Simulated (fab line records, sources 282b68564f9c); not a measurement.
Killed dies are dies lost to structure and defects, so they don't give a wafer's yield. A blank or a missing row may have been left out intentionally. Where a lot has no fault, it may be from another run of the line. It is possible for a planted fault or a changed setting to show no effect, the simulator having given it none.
Split-lot study    flow ritCmos    route with 202 steps; 5 lots, 23 wafers read

THE SPLIT ITSELF
At RIT_NRETRO_COAT_01 (resist thk 1300 nm), the setting resistThkNm was moved away from the recipe's 1300 nm on 11 of the 23 wafers read, by +2.4% to +4.5%. For the rest of the wafers, this setting stayed at what the recipe calls for.

FROM THE SPLIT TO THE READING: what the file shows between them, 4 steps
- RIT_NRETRO_SOFTBAKE_02: time 60 s (also split here: tempC)
- RIT_NRETRO_EXPOSE_03: exposes mask M4, target cd 43900 nm
- RIT_NRETRO_PEB_04
- RIT_NRETRO_DEVELOP_05: develop time 68 s

THE READING
NOVOLAK_of_NRETRO_COAT_01.thkNm (the simulator's own value, which no gauge read), in nm, at RIT_NRETRO_HARDBAKE_07 (time 120 s). The file gives no usual value for it. Average 1138 nm, standard deviation 3.1 nm, over the 12 wafers here run with the recipe.

wafer   tool, chamber at the split  resistThkNm as run, nm  against the recipe  NOVOLAK_of_NRETRO_COAT_01.thkNm, nm  against lot-mates on the recipe
L074.2  lithoTrack-04, 0            1300                    recipe              1138                                 -
L074.3  lithoTrack-04, 0            1359                    +4.5%               1188                                 +52
L074.4  lithoTrack-04, 0            1300                    recipe              1134                                 -
L074.5  lithoTrack-04, 0            1359                    +4.5%               1190                                 +54
L074.6  lithoTrack-04, 0            1359                    +4.5%               1187                                 +51
L077.1  lithoTrack-04, 0            1300                    recipe              1138                                 -
L077.2  lithoTrack-04, 0            1331                    +2.4%               1164                                 +25
L077.3  lithoTrack-04, 0            1300                    recipe              1140                                 -
L077.4  lithoTrack-04, 0            1331                    +2.4%               1165                                 +26
L077.6  lithoTrack-04, 0            1331                    +2.4%               1166                                 +27
L078.2  lithoTrack-02, 0            1300                    recipe              1139                                 -
L078.3  lithoTrack-02, 0            1300                    recipe              1136                                 -
L078.4  lithoTrack-02, 0            1300                    recipe              1138                                 -
L081.1  lithoTrack-02, 0            1353                    +4.1%               1192                                 +51
L081.2  lithoTrack-02, 0            1353                    +4.1%               1188                                 +47
L081.4  lithoTrack-02, 0            1300                    recipe              1144                                 -
L081.5  lithoTrack-02, 0            1300                    recipe              1139                                 -
L081.6  lithoTrack-02, 0            1300                    recipe              1139                                 -
L083.1  lithoTrack-03, 0            1300                    recipe              1134                                 -
L083.2  lithoTrack-03, 0            1300                    recipe              1132                                 -
L083.3  lithoTrack-03, 0            1342                    +3.2%               1169                                 +36
L083.6  lithoTrack-03, 0            1342                    +3.2%               1169                                 +36
L083.5  lithoTrack-03, 0            1342                    +3.2%               1168                                 +35

FIT RESULTS
A straight line over all 23 wafers: NOVOLAK_of_NRETRO_COAT_01.thkNm changes by +11.3 nm for each +1% of resistThkNm; r = +0.99; the points scatter about the line by 3.8 nm.
The same after taking each lot's own level away (the mean of its wafers on the recipe; 23 wafers): +11.5 nm for each +1%; r = +1.00; scatter 1.9 nm.
According to that fit, moving resistThkNm by its largest amount changes the reading by 52 nm.
Across the lots, their own levels run from 1133.0 to 1140.7 nm, a range of 2.5 times the standard deviation given above.
The two slopes are in agreement: the lot-to-lot level therefore moves the slope only a little.
Check: for one of the wafers moved furthest among these (+4.5%), held out of the fit, the line's prediction against its lot-mates is +52.2 nm. It came out at +52 nm against them.

OTHER SPLITS APPLIED TO THESE WAFERS
These wafers also went through other splits before the reading. Each is held against what the fit with the lots' levels taken away leaves over:
other split on the same wafers    wafers away from the commonest value  r with NOVOLAK_of_NRETRO_COAT_01.thkNm (lot level and that fit taken away)
RIT_ACTIVE_CVD_03 nh3FlowSccm     10                                    +0.14
RIT_ACTIVE_ETCH_13 pressureMtorr  18                                    -0.29
RIT_FOX2_OXIDATION_00 oxTimeS     15                                    +0.23
RIT_NWELL_IMPLANT_08 energyKev    7                                     +0.17
RIT_NRETRO_SOFTBAKE_02 tempC      8                                     -0.37

THE WHOLE CHAIN: every reading that the file lists as answering this split, in the file's order
step                    what it does        reading                                                                           change (the file's fit)               r (the file's)
RIT_NRETRO_COAT_01      resist thk 1300 nm  NOVOLAK_of_NRETRO_COAT_01.thkNm (the simulator's own value, which no gauge read)  +13.4 nm for each +1% of the setting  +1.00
RIT_NRETRO_HARDBAKE_07  time 120 s          NOVOLAK_of_NRETRO_COAT_01.thkNm (the simulator's own value, which no gauge read)  +11.5 nm for each +1% of the setting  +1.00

THE FILE'S OWN FIT
NOVOLAK_of_NRETRO_COAT_01.thkNm changes by +11.5 nm for each +1% of resistThkNm, r = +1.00.
